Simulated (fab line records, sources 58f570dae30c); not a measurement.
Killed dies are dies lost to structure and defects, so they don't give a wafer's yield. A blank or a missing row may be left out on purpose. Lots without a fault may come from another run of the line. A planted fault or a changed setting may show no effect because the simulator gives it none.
Chamber matching | flow berkeley_cmos170 | UCB170_CONTACT_ETCH_17 on rie_diel-04: 4 sister chambers
The step etches BARC in N2/H2. 8 wafers are shown with their chamber, then 7 later ones without.

WAFERS WITH THEIR CHAMBER
wafer  | chamber | drypump_motor_current_A (A) | oes_product_au (a.u.)
L285.4 | 2       | 6.2                         | 0.973
L285.5 | 3       | 5.8                         | 0.994
L289.5 | 1       | 5.8                         | 0.990
L289.6 | 2       | 6.1                         | 0.970
L292.2 | 1       | 5.7                         | 0.987
L292.6 | 0       | 6.0                         | 1.001
L293.1 | 3       | 5.8                         | 1.017
L293.3 | 0       | 6.1                         | 1.003

WAFERS WITHOUT THEIR CHAMBER
wafer  | drypump_motor_current_A (A) | oes_product_au (a.u.)
L293.6 | 6.1                         | 0.979
L294.1 | 6.1                         | 0.999
L294.5 | 6.1                         | 0.968
L294.6 | 5.7                         | 0.981
L296.1 | 6.1                         | 0.981
L296.5 | 6.1                         | 1.004
L296.6 | 5.7                         | 0.985

WHICH CHAMBER EACH WENT THROUGH
wafer  | from the rows above     | in truth
L293.6 | can't be placed: 2 or 0 | 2
L294.1 | 0                       | 0
L294.5 | 2                       | 2
L294.6 | 1                       | 1
L296.1 | can't be placed: 2 or 0 | 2
L296.5 | 0                       | 0
L296.6 | 1                       | 1
Placed correctly: 5 of 7. Can't be placed from these rows: 2 (the true chamber is among the candidates in 2). Placed wrongly: 0.
How it was worked out, from the rows above alone: a wafer's distance from a chamber is the root of the sum, over the readings, of the square of ((its reading less the chamber's mean) divided by the reading's scatter). The wafer belongs to the nearest chamber; if the next one is less than 2 further off, it can't be placed. A chamber's mean is the mean of its shown wafers. The scatter: the root of (the sum of the squares of (reading less its chamber's mean) over the shown wafers, divided by (wafers less chambers)).
